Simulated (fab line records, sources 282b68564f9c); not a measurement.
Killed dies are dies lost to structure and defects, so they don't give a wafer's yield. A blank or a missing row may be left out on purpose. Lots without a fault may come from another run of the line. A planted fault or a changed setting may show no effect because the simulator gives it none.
fab line records | flow rit_cmos
record lots=14 wafers=42 last_day=7
route steps=202 shown SILICIDE@167
lots that met no fault: from a run of the same line without faults
start_h: hours from the record's first day to the start of the lot's first wafer shown | wait_h: hours since the lot's step before | " the same as in the row above | L1.1+2: a row that stands for several wafers | - no value, or no start given | * or withheld: withheld | < > ~ a bound
route shown NAME@n: a module of which the file shows steps, and the number in the route of the first | usual: mean/standard deviation of fault-free wafers | same: alike in all rows | chamber/n: place in a boat | sites: the reading at each site | _std_site: their standard deviation | _edge_site: outer sites' mean less inner sites' | radius_mm: how far each site lies from the wafer's centre | mask NAME#n: copy n | behind: the tool/chamber that last shaped the wafer | hold: why the lot was held/for how many hours/how that ended | device: the transistor (n, p or np) that didn't switch | end of line: the same wafers' tests at the end of the route | a step without rows: its recipe alone | killed: dies lost to structure and defects at the first sort, not the wafer's yield | map: a wafer's dies, x killed, . not, _ none there
set.NAME: the setting as run; set.NAME@STEP: as run at that earlier step | model.NAME: the simulator's own value behind a step, which no gauge read
steps of the route over a sample of lots; a table a step, a row a wafer
services: from which hour (start_h, from the record's first day; less than 0 if before it) a tool's chamber was out of use, for how many hours, and why
## steps
# step RIT_SILICIDE_RTA_06
# recipe temp_c=750 time_s=10 idle_temp_c=25 ramp_up_s=5 ramp_down_s=10 cool_to_c=25 ambient=N2
# usual anneal_temp_c_max=754.7/1 chamber_o2_ppm=2.003/0.02 wafer_temp_C_max=753.8/0.79
# columns lot.wafer tool chamber start_h wait_h anneal_temp_c_max chamber_o2_ppm wafer_temp_C_max
L676.3 rtp_anneal-02 0 55.06 0.0 753.8 1.995 753.4
L676.5 " 0 " " 756.3 1.979 753.2
L676.6 " 0 " " 755.5 2.023 753.4
L677.1 rtp_anneal-01 0 60.23 0.0 753.4 2.018 753.8
L677.2 " 0 " " 755.1 2.000 753.4
L677.5 " 0 " " 753.6 2.012 753.6
L678.1 rtp_anneal-02 0 66.84 0.0 754.4 1.988 754.9
L678.2 " 0 " " 755.0 2.008 754.8
L678.3 " 0 " " 754.6 1.996 752.6
L679.1 rtp_anneal-01 0 70.39 0.0 753.6 2.035 755.1
L679.2 " 0 " " 754.7 2.006 754.3
L679.6 " 0 " " 752.7 2.034 752.9
L684.3 rtp_anneal-02 - 98.87 0.0 - - -
L684.4 " - " " - - -
L684.5 " - " " - - -
L685.1 rtp_anneal-01 - 103.85 0.0 - - -
L685.4 " - " " - - -
L685.5 " - " " - - -
L690.1 rtp_anneal-02 0 125.98 0.0 755.0 1.978 752.8
L690.2 " 0 " " 753.6 1.990 752.9
L690.4 " 0 " " 754.6 1.986 753.8
L691.1 rtp_anneal-01 0 132.15 0.0 755.0 2.038 754.2
L691.3 " 0 " " 753.6 1.987 753.6
L691.5 " 0 " " 753.6 2.015 755.2
L692.1 rtp_anneal-02 0 136.27 0.0 754.5 2.012 753.6
L692.3 " 0 " " 754.3 2.020 752.9
L692.6 " 0 " " 754.6 2.030 753.7
L693.1 rtp_anneal-01 0 143.21 0.0 756.8 1.980 753.9
L693.5 " 0 " " 754.3 2.007 753.5
L693.6 " 0 " " 755.4 2.015 754.4
L694.1 rtp_anneal-02 0 146.59 0.0 756.6 1.974 753.5
L694.2 " 0 " " 756.9 2.027 752.7
L694.5 " 0 " " 754.8 2.012 753.7
L695.3 rtp_anneal-01 0 151.20 0.0 754.6 1.975 754.0
L695.4 " 0 " " 753.9 2.025 753.7
L695.5 " 0 " " 754.1 2.022 752.9
L696.3 rtp_anneal-02 0 155.60 0.0 753.8 2.003 752.9
L696.4 " 0 " " 753.8 1.998 753.2
L696.5 " 0 " " 756.0 1.998 752.6
L698.2 rtp_anneal-02 0 171.76 0.0 754.3 2.022 753.2
L698.5 " 0 " " 754.1 2.015 753.3
L698.6 " 0 " " 754.5 1.986 754.7
## services
# columns tool chamber start_h hours kind
rtp_anneal-02 - 131.24 2.6 pm
## key
first_sign step=RIT_SILICIDE_RTA_06 reading=tool_record direction=missing
effect none on later readings
met_at RIT_SILICIDE_RTA_06
struck_lots L684,L685
later_rows_left_out L684.3,L684.4,L684.5,L685.1,L685.4,L685.5
sort_left_out L684.3,L684.4,L684.5,L685.1,L685.4,L685.5
tester_left_out L684,L685
onset_between 70.39 98.87
fault kind=skipped_step_whole tool=rtp_anneal-01,rtp_anneal-02 chamber=- onset_h=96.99 steps=RIT_SILICIDE_RTA_06 scope=struck_lots_only
# tester_left_out: of these lots the tester's yield and bins aren't shown, on N5 and GAA mostly nor the transistor test; their killed dies are dies lost to structure and defects alone, not to doping, threshold or leakage, so they don't give the yield
# sort_left_out: the simulated sort isn't trusted on such a fault, so these wafers' sort isn't shown, and their yield isn't known
# later_rows_left_out: the simulator's readings of these wafers behind a module that went badly wrong aren't trusted and aren't shown, but for the sort
